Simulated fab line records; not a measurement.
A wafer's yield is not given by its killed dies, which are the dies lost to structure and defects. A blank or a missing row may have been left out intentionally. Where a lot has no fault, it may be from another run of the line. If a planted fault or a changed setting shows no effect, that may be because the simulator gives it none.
Which tool is to blame? ; flow ritCmos ; 42 wafers from 14 lots sampled at 5 of the route's 202 steps

== WHAT EACH GAUGE READ, for each wafer ==
RIT_SDANNEAL_RS_MEAS_04: the measuring method here is four-point-probe.
lot;measured;on;PSD_RS (ohm/sq)
L888;day 3 16:29;filmMetro-04;115.88 115.81 115.89
L889;day 3 19:09;filmMetro-02;116.17 115.84 115.80
L890;day 3 19:40;filmMetro-04;115.81 115.94 115.90
L891;day 4 00:17;filmMetro-02;116.08 116.16 116.12
L892;day 4 07:52;filmMetro-02;115.86 115.84 115.77
L893;day 4 08:19;filmMetro-04;115.76 116.04 115.90
L894;day 4 12:01;filmMetro-02;115.57 115.81 115.92
L897;day 5 01:39;filmMetro-04;115.94 116.01 115.97
L898;day 5 11:59;filmMetro-03;97.24 97.18 97.28
L899;day 5 18:38;filmMetro-04;115.41 115.85 116.01
L900;day 5 20:53;filmMetro-02;96.51 96.70 96.74
L905;day 6 21:32;filmMetro-03;115.50 115.63 115.43
L907;day 7 05:55;filmMetro-03;115.68 115.50 115.81
L911;day 8 02:43;filmMetro-03;115.62 115.93 115.57

RIT_SDANNEAL_RS_MEAS_05: the measuring method here is four-point-probe.
lot;measured;on;NSD_RS (ohm/sq)
L888;day 3 16:36;filmMetro-04;84.56 84.62 84.62
L889;day 3 19:16;filmMetro-02;84.55 84.26 84.41
L890;day 3 19:47;filmMetro-04;84.63 84.46 84.27
L891;day 4 00:25;filmMetro-02;84.55 84.65 84.70
L892;day 4 07:59;filmMetro-02;84.95 84.54 84.43
L893;day 4 08:26;filmMetro-04;84.36 84.73 84.30
L894;day 4 12:08;filmMetro-02;84.31 84.27 84.07
L897;day 5 01:46;filmMetro-04;84.61 84.58 84.48
L898;day 5 12:06;filmMetro-03;81.29 81.04 81.25
L899;day 5 18:46;filmMetro-04;84.41 84.33 84.27
L900;day 5 21:01;filmMetro-02;81.01 80.97 81.09
L905;day 6 21:40;filmMetro-03;84.47 84.21 84.43
L907;day 7 06:02;filmMetro-03;84.26 83.81 84.11
L911;day 8 02:50;filmMetro-03;84.43 84.19 84.54

RIT_SDANNEAL_RS_MEAS_06: the measuring method here is four-point-probe.
lot;measured;on;PLDD_RS (ohm/sq)
L888;day 3 16:43;filmMetro-04;179.0 179.8 179.3
L889;day 3 19:23;filmMetro-02;179.9 179.8 180.0
L890;day 3 19:55;filmMetro-04;180.0 180.2 179.8
L891;day 4 00:32;filmMetro-02;180.5 180.5 180.2
L892;day 4 08:06;filmMetro-02;179.9 179.5 179.5
L893;day 4 08:34;filmMetro-04;179.8 179.8 179.7
L894;day 4 12:15;filmMetro-02;180.2 180.0 180.4
L897;day 5 01:53;filmMetro-04;179.7 180.0 180.2
L898;day 5 12:13;filmMetro-03;161.8 162.1 162.4
L899;day 5 18:53;filmMetro-04;180.3 180.1 179.6
L900;day 5 21:08;filmMetro-02;161.7 161.9 161.7
L905;day 6 21:47;filmMetro-03;179.0 178.9 179.2
L907;day 7 06:09;filmMetro-03;178.4 179.8 179.0
L911;day 8 02:58;filmMetro-03;179.0 179.9 179.0

RIT_SDANNEAL_RS_MEAS_07: the measuring method here is four-point-probe.
lot;measured;on;NLDD_RS (ohm/sq)
L888;day 3 16:50;filmMetro-04;151.7 151.7 151.5
L889;day 3 19:31;filmMetro-02;151.9 152.0 151.9
L890;day 3 20:02;filmMetro-04;150.9 151.6 151.1
L891;day 4 00:39;filmMetro-02;151.1 150.8 151.2
L892;day 4 08:13;filmMetro-02;150.8 151.2 150.8
L893;day 4 08:41;filmMetro-04;151.7 151.6 151.9
L894;day 4 12:22;filmMetro-02;151.4 151.5 151.5
L897;day 5 02:01;filmMetro-04;151.7 151.1 151.7
L898;day 5 12:20;filmMetro-03;148.0 148.2 148.5
L899;day 5 19:00;filmMetro-04;151.7 151.4 151.6
L900;day 5 21:15;filmMetro-02;150.0 149.4 149.4
L905;day 6 21:54;filmMetro-03;152.5 152.5 152.0
L907;day 7 06:16;filmMetro-03;150.6 151.1 151.1
L911;day 8 03:05;filmMetro-03;152.3 152.3 151.8

== WHICH TOOL RAN EACH LOT (tool, then ch and the chambers of the sampled wafers, then the start) ==
lot;RIT_SDANNEAL_RTA_03
L888;rtpAnneal-01 ch 0, day 3 16:25
L889;rtpAnneal-02 ch 0, day 3 19:04
L890;rtpAnneal-01 ch 0, day 3 19:35
L891;rtpAnneal-02 ch 0, day 4 00:14
L892;rtpAnneal-01 ch 0, day 4 07:48
L893;rtpAnneal-02 ch 0, day 4 08:16
L894;rtpAnneal-01 ch 0, day 4 11:56
L897;rtpAnneal-01 ch 0, day 5 01:35
L898;rtpAnneal-01 ch 0, day 5 11:56
L899;rtpAnneal-02 ch 0, day 5 18:35
L900;rtpAnneal-01 ch 0, day 5 20:50
L905;rtpAnneal-02 ch 0, day 6 21:28
L907;rtpAnneal-02 ch 0, day 7 05:49
L911;rtpAnneal-02 ch 0, day 8 02:40
- RIT_SDANNEAL_RTA_03: time 5 s.

== AS READ BY THE TOOLS THEMSELVES (means over the sampled wafers that have a number; for cases with no such wafer, the mark the record gives instead) ==
RIT_SDANNEAL_RTA_03.
lot;tool;wafer_temp_C_max
L888;rtpAnneal-01;1054.3
L889;rtpAnneal-02;1054.3
L890;rtpAnneal-01;1054.0
L891;rtpAnneal-02;1054.2
L892;rtpAnneal-01;1054.0
L893;rtpAnneal-02;1054.4
L894;rtpAnneal-01;1053.7
L897;rtpAnneal-01;1053.6
L898;rtpAnneal-01;1053.7
L899;rtpAnneal-02;1052.6
L900;rtpAnneal-01;1053.4
L905;rtpAnneal-02;1053.9
L907;rtpAnneal-02;1053.5
L911;rtpAnneal-02;1054.0

== THE ANSWER, worked out from the rows above alone ==
Rule: what is usual is taken from the lots themselves. The widest of any qualifying gaps counts: lots, ordered by their means at a reading, are off when they make up no more than a third of the lots, leave a main group of 4 or more, and stand apart from it by 3 or more times the standard deviation of that group's means. A main group whose means are all the same, to the digits that the tables above print for the reading, isn't used. A lot without any number at a reading at which 4 lots or more have one is off too. Any other lot the step has rows for is counted as sound. Order of review: gauges by route order, followed by the tools' own readings, for which a lot's mean as printed above is used. The first step at which some lot is off is used, and at that step the reading that is off furthest; a lot without a number counts as furthest.
Off: L898, L900, at RIT_SDANNEAL_RS_MEAS_04 (PSD_RS). The main group has a mean of 115.83 ohm/sq with a standard deviation of 0.15.
A tool fits if, at a process step before that reading, it ran every lot that is off, and no sound lot after the first of them. Gauges at RIT_SDANNEAL_RS_MEAS_04: tried the same way as those tools. One candidate fits, namely rtpAnneal-01 at RIT_SDANNEAL_RTA_03. Its last sound lot is L897 (day 5 01:35), its first lot that is off L898 (day 5 11:56): a fault that began between those two fits.

== WHAT THE SIMULATOR PUT IN ==
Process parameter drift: rtpAnneal-01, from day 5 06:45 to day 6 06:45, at RIT_SDANNEAL_RTA_03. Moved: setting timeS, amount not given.
Struck lots among those shown: L898, L900. The rule above reached the same finding.
